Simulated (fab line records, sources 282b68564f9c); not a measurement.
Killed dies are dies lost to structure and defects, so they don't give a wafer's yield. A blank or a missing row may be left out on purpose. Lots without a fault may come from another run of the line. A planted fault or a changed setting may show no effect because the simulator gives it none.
Which tool did it? | flow rit_cmos | 15 lots, 45 wafers sampled, at 2 steps of a route of 202

WHAT THE GAUGES READ, wafer by wafer
The record holds no reading of a measuring or inspecting step that can be judged against a usual standard deviation.

WHICH TOOL RAN EACH LOT (tool, then ch and the chambers of the sampled wafers, then the start)
lot  | RIT_GATE_STRIP_20                   | RIT_M1_PROBE_99
L972 | plasma_asher-02 ch 1, day 2 15:25   | -
L973 | plasma_asher-02 ch 0,1, day 2 21:26 | -
L974 | plasma_asher-02 ch 0,1, day 3 00:50 | -
L975 | plasma_asher-01 ch 0,1, day 3 04:52 | -
L976 | plasma_asher-01 ch 0,1, day 3 12:27 | -
L977 | plasma_asher-01 ch 0,1, day 3 18:00 | -
L978 | plasma_asher-01 ch 0,1, day 3 19:46 | -
L979 | plasma_asher-02 ch 0,1, day 4 05:59 | -
L980 | plasma_asher-04 ch 0,1, day 4 08:43 | -
L981 | plasma_asher-02 ch 0,1, day 4 16:43 | -
L982 | plasma_asher-01 ch 0,1, day 4 22:13 | -
L983 | plasma_asher-02 ch 0,1, day 5 01:14 | -
L987 | plasma_asher-02 ch 0,1, day 5 18:16 | prober-01, day 6 15:28
L988 | plasma_asher-04 ch 0,1, day 5 23:11 | prober-02, day 6 19:47
L989 | plasma_asher-02 ch 0,1, day 6 07:00 | prober-01, day 7 03:50
- RIT_GATE_STRIP_20: strips in O2, time 180 s.
- RIT_M1_PROBE_99

WHAT THE TOOLS THEMSELVES READ (means of the sampled wafers that have a number; where no wafer has one, the mark that the record gives instead)
RIT_GATE_STRIP_20. Usual: chamber_pressure_mTorr 4000 mTorr, standard deviation 3.8; drypump_motor_current_A 5.9 A, standard deviation 0.5.
lot  | tool            | chamber_pressure_mTorr (mTorr) | drypump_motor_current_A (A) | flag
L972 | plasma_asher-02 | 3999                           | 5.9                         |
L973 | plasma_asher-02 | 4002                           | 5.9                         |
L974 | plasma_asher-02 | 4002                           | 5.9                         |
L975 | plasma_asher-01 | 4004                           | 5.5                         |
L976 | plasma_asher-01 | 4001                           | 6.0                         |
L977 | plasma_asher-01 | 4001                           | 6.0                         |
L978 | plasma_asher-01 | 3999                           | 6.0                         |
L979 | plasma_asher-02 | 4000                           | 5.9                         |
L980 | plasma_asher-04 | 3998                           | 5.9                         |
L981 | plasma_asher-02 | 3996                           | 5.9                         |
L982 | plasma_asher-01 | 3996                           | 6.0                         |
L983 | plasma_asher-02 | 4004                           | 5.9                         |
L987 | plasma_asher-02 | -                              | -                           | OFF
L988 | plasma_asher-04 | -                              | -                           | OFF
L989 | plasma_asher-02 | -                              | -                           | OFF

RIT_M1_PROBE_99. Usual: killed_at_contacts 0.1, standard deviation 0.3; killed_at_front_end 6.9, standard deviation 2.9; killed_dies 7.0, standard deviation 2.9; killed_on_rim 1.8, standard deviation 1.4; killed_open 3.3, standard deviation 2; killed_short 3.7, standard deviation 2.
lot  | tool      | killed_at_contacts | killed_at_front_end | killed_dies | killed_on_rim | killed_open | killed_short | flag
L987 | prober-01 | 0.0                | 264.0               | 264.0       | 70.0          | 1.7         | 3.3          | OFF
L988 | prober-02 | 0.0                | 264.0               | 264.0       | 70.0          | 1.0         | 3.0          | OFF
L989 | prober-01 | 0.0                | 264.0               | 264.0       | 70.0          | 4.7         | 2.7          | OFF

THE ANSWER, worked out from the rows above alone
Rule: a lot is off if the mean of its wafers that have a number lies more than 3 standard deviations from the usual mean. A lot without any number at a reading at which 4 lots or more have one is off too. The other lots that the step has rows for count as sound. The gauges are gone through in route order, then the tools' own readings, and for those a lot's mean is taken as printed above. The first step at which some lot is off is used, and at that step the reading that is off furthest; a lot without a number counts as furthest.
Off: L987, L988, L989, at RIT_GATE_STRIP_20 (chamber_pressure_mTorr). Without a number there: L987, L988, L989.
A tool fits if, at that step or a process step before it, it ran every lot that is off, and no sound lot after the first of them. None of those tried fits.

WHAT THE SIMULATOR HAD PUT IN
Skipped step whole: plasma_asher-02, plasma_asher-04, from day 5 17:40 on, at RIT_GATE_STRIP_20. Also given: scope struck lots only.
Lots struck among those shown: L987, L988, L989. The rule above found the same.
